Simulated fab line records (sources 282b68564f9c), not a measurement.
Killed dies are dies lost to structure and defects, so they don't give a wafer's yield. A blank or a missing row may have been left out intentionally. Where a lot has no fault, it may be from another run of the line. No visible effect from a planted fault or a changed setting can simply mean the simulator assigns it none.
Split-lot trial -- flow rit-cmos -- 23 wafers read across 5 lots, on a route 202 steps long

## THE SPLIT
At RIT_SILICIDE_SPUTTER_01 (material Ti, target thk 30 nm, time 240 s), the setting time-s was moved away from the recipe's 240 s on 7 of the 23 wafers read, by -10.1% to +11.0%. For the rest of the wafers, this setting stayed at what the recipe calls for.

## BETWEEN THE SPLIT AND THE READING: the file shows 1 step in between
- RIT_SILICIDE_RS_MEAS_02: measures by four-point-probe

## THE READING
SILICIDE_TI_THK, in nm, at RIT_SILICIDE_THK_MEAS_03 (measures by xrf). Typical for fault-free wafers on this fab line: 29.67 nm, with standard deviation 0.27 nm.

wafer,"tool, chamber at the split","time-s as run, s",against the recipe,"SILICIDE_TI_THK, nm",against lot-mates on the recipe
L077.1,"pvd-sputter-02, -",240,recipe,29.59,-
L077.2,"pvd-sputter-02, -",240,recipe,30.19,-
L077.3,"pvd-sputter-02, -",266.5,+11.0%,33.14,+3.23
L077.4,"pvd-sputter-02, -",240,recipe,29.96,-
L077.6,"pvd-sputter-02, -",266.5,+11.0%,32.84,+2.93
L081.2,"pvd-sputter-02, -",215.7,-10.1%,26.41,-3.21
L081.3,"pvd-sputter-02, -",240,recipe,29.43,-
L081.4,"pvd-sputter-02, -",240,recipe,29.56,-
L081.5,"pvd-sputter-02, -",240,recipe,29.86,-
L081.6,"pvd-sputter-02, -",215.7,-10.1%,26.72,-2.90
L082.1,"pvd-sputter-01, -",240,recipe,29.70,-
L082.2,"pvd-sputter-01, -",240,recipe,30.29,-
L082.3,"pvd-sputter-01, -",240,recipe,30.07,-
L082.4,"pvd-sputter-01, -",240,recipe,29.76,-
L082.5,"pvd-sputter-01, -",240,recipe,29.95,-
L084.1,"pvd-sputter-03, -",240,recipe,29.31,-
L084.2,"pvd-sputter-03, -",253.9,+5.8%,31.18,+1.76
L084.3,"pvd-sputter-03, -",240,recipe,29.54,-
L084.5,"pvd-sputter-03, -",253.9,+5.8%,31.39,+1.97
L084.6,"pvd-sputter-03, -",253.9,+5.8%,31.31,+1.89
L085.1,"pvd-sputter-02, -",240,recipe,29.72,-
L085.2,"pvd-sputter-02, -",240,recipe,29.11,-
L085.4,"pvd-sputter-02, -",240,recipe,29.47,-

THE FIT
A straight line over all 23 wafers: SILICIDE_TI_THK changes by +0.299 nm for each +1% of time-s; r = +0.98; the points scatter about the line by 0.29 nm.
The same after taking each lot's own level away (the mean of its wafers on the recipe; 23 wafers): +0.295 nm for each +1%; r = +0.99; scatter 0.22 nm.
That fit puts the effect of the largest move of time-s on the reading at 3.3 nm.
The span of the lots' own levels, 29.425 to 29.954 nm, comes to 2.0 times the standard deviation stated above.
The two slopes are in agreement: the lot-to-lot level therefore moves the slope only a little.
Check: +3.27 nm against its lot-mates is what the line predicts for one of the wafers moved furthest among these (+11.0%) when that wafer is left out of the fit. It came out at +3.23 nm against them.

## FURTHER SPLITS ON THESE WAFERS
These wafers also went through other splits before the reading. Each is held against what the fit with the lots' levels taken away leaves over:
other split on the same wafers,wafers away from the commonest value,r with SILICIDE_TI_THK (lot level and that fit taken away)
RIT_NSD_COAT_01 spin-rpm,7,-0.18
RIT_NSD_IMPLANT_08 dose-cm2,7,-0.34
RIT_SDANNEAL_CLEAN_01 time-s,15,+0.11

## THE WHOLE CHAIN: every reading that the file lists as answering this split, in the file's order
step,what it does,reading,change (the file's fit),r (the file's)
RIT_SILICIDE_SPUTTER_01,"material Ti, target thk 30 nm, time 240 s","Ti_of_SILICIDE_SPUTTER_01.thk-nm (the simulator's own value, which no gauge read)",+0.304 nm for each +1% of the setting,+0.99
RIT_SILICIDE_RS_MEAS_02,measures by four-point-probe,SILICIDE_TI_RS,-0.611 for each +1% of the setting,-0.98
RIT_SILICIDE_THK_MEAS_03,measures by xrf,SILICIDE_TI_THK,+0.293 for each +1% of the setting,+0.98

## THE FILE'S OWN FIT
SILICIDE_TI_THK changes by +0.293 nm for each +1% of time-s, r = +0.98.
